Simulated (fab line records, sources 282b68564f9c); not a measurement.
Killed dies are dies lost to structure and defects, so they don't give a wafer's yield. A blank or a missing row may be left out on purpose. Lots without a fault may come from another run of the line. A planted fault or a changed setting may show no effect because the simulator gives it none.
A struck lot beside a sound one | flow rit_cmos | 43 steps out of a route of 202
Sound: wafers L397.1, L397.4, L397.5. Struck: wafers L407.3, L407.4, L407.5. The cause comes at the end.
At each step with rows: each side's tool, then ch and its chambers, then its first start. Under that, the readings that differ: sound wafers | struck wafers | difference of the means | sigmas: that difference in standard deviations of wafers without a fault.
alike: readings whose means differ by less than 2 such deviations, and words and numbers that are the same on both sides. not compared: withheld readings, readings that some wafer has no value for, bounds like >300 that may hide the same value, and numbers for which the record gives no deviation and whose values overlap.
The two part at a step that has a row with sigmas, a row that says differs or no value, or rows on one side only. Numbers that don't overlap but have no deviation are shown without sigmas and don't part them. A reading that every wafer of one side lacks parts them only if that side has two wafers or more.

first, 3 steps without rows for these wafers: RIT_PRETRO_EXPOSE_03 (exposes mask M5, target cd 43700 nm); RIT_PRETRO_PEB_04; RIT_PRETRO_DEVELOP_05 (develop time 68 s).
RIT_PRETRO_OVL_MEAS_06:
  sound on overlay-02, day 3 01:46; struck on overlay-01, day 4 21:16
  alike: PRETRO_OVL
then, 2 steps without rows for these wafers: RIT_PRETRO_HARDBAKE_07 (time 120 s); RIT_PRETRO_IMPLANT_08.
RIT_PRETRO_STRIP_09: strips in O2, time 180 s.
  sound on plasma_asher-01 ch 0,1, day 3 02:13; struck on plasma_asher-02 ch 0,1, day 4 21:46
  alike: drypump_motor_current_A
  not compared: rf_hours_counter_h
RIT_PRETRO_TW_MEAS_10:
  sound on film_metro-03, day 3 02:23; struck on film_metro-03, day 4 21:54
  alike: PRETRO_TW
then, 4 steps without rows for these wafers: RIT_GATE_WET_ETCH_00 (etches SiO2 in BOE, target depth 56 nm, time 60 s); RIT_GATE_CLEAN_01 (cleans in SC1, time 600 s); RIT_GATE_CLEAN_02 (cleans in dHF, time 30 s); RIT_GATE_CLEAN_03 (cleans in SC2, time 600 s).
RIT_GATE_CLEAN_04: cleans in dHF, time 60 s.
  sound on wet_bench-02 ch 2, day 3 02:50; struck on wet_bench-03 ch 0, day 4 22:41
RIT_FOX2_THK_MEAS_91:
  sound on film_metro-03, day 3 02:52; struck on film_metro-01, day 4 22:44
  alike: FIELD_OXIDE_LEFT_2_THK
then, 2 steps without rows for these wafers: RIT_GATE_OXIDATION_05 (target thk 3 nm, ox time 270 s); RIT_GATE_ANNEAL_06 (time 600 s).
RIT_GATE_THK_MEAS_07:
  sound on film_metro-02, day 3 04:46; struck on film_metro-03, day 5 00:07
  alike: GATE_OXIDE_THK
then, 1 step without rows for these wafers: RIT_GATE_CVD_08 (deposits poly-Si from SiH4, target thk 250 nm, time 2220 s).
RIT_GATE_THK_MEAS_09:
  sound on film_metro-03, day 3 07:09; struck on film_metro-03, day 5 02:01
  alike: GATE_POLY_THK
then, 6 steps without rows for these wafers: RIT_GATE_HMDS_10 (prime time 60 s); RIT_GATE_COAT_11 (resist thk 850 nm); RIT_GATE_SOFTBAKE_12 (time 60 s); RIT_GATE_EXPOSE_13 (exposes mask M6, target cd 150 nm); RIT_GATE_PEB_14; RIT_GATE_DEVELOP_15 (develop time 50 s).
RIT_GATE_CD_MEAS_16: target cd 150 nm.
  sound on cd_sem-02, day 3 08:11; struck on cd_sem-02, day 5 03:08
  alike: cd_nm
RIT_GATE_OVL_MEAS_17:
  sound on overlay-01, day 3 08:18; struck on overlay-02, day 5 03:14
  reading       | sound          | struck      | difference | sigmas
  GATE_OVL (nm) | -1.8 -1.0 -3.4 | 0.9 0.5 0.6 | +2.7       | +2
then, 1 step without rows for these wafers: RIT_GATE_HARDBAKE_18 (time 60 s).
RIT_GATE_ETCH_19: etches poly-Si in SF6/CHF3/O2, stops on SiO2, time 165 s, target depth 312.5 nm.
  sound on rie_si-01 ch 0,2, day 3 08:34; struck on rie_si-01 ch 0,3, day 5 03:25
  alike: drypump_motor_current_A, oes_product_au, throttle_valve_pct
  not compared: rf_hours_counter_h
RIT_GATE_STRIP_20: strips in O2, time 180 s.
  sound on plasma_asher-03 ch 0,1, day 3 08:41; struck on plasma_asher-03 ch 0,1, day 5 03:35
  alike: drypump_motor_current_A
  not compared: rf_hours_counter_h
RIT_GATE_CD_MEAS_90: target cd 150 nm.
  sound on cd_sem-02, day 3 08:52; struck on cd_sem-01, day 5 03:44
  alike: cd_nm
then, 4 steps without rows for these wafers: RIT_REOX_CLEAN_00 (cleans in SC1, time 600 s); RIT_REOX_CLEAN_01 (cleans in dHF, time 30 s); RIT_REOX_CLEAN_02 (cleans in SC2, time 600 s); RIT_REOX_OXIDATION_03 (target thk 25.2 nm, ox time 5580 s).
RIT_REOX_THK_MEAS_04:
  sound on film_metro-04, day 3 12:35; struck on film_metro-04, day 5 07:54
  alike: REOX_OXIDE_THK
then, 6 steps without rows for these wafers: RIT_NLDD_HMDS_00 (prime time 60 s); RIT_NLDD_COAT_01 (resist thk 1000 nm); RIT_NLDD_SOFTBAKE_02 (time 60 s); RIT_NLDD_EXPOSE_03 (exposes mask M7, target cd 40700 nm); RIT_NLDD_PEB_04; RIT_NLDD_DEVELOP_05 (develop time 50 s).
RIT_M1_PROBE_99:
  sound on prober-02, day 4 07:28; struck on prober-02, day 6 01:35
  reading             | sound  | struck   | difference | sigmas
  killed_at_front_end | 5 5 10 | 33 34 37 | +28        | +8
  killed_dies         | 5 5 10 | 33 35 37 | +28        | +9
  alike: killed_at_contacts, killed_open, killed_short

WHERE THEY PART
First at RIT_GATE_OVL_MEAS_17; last, within this record, at RIT_M1_PROBE_99.

WHY: what the simulator had put in
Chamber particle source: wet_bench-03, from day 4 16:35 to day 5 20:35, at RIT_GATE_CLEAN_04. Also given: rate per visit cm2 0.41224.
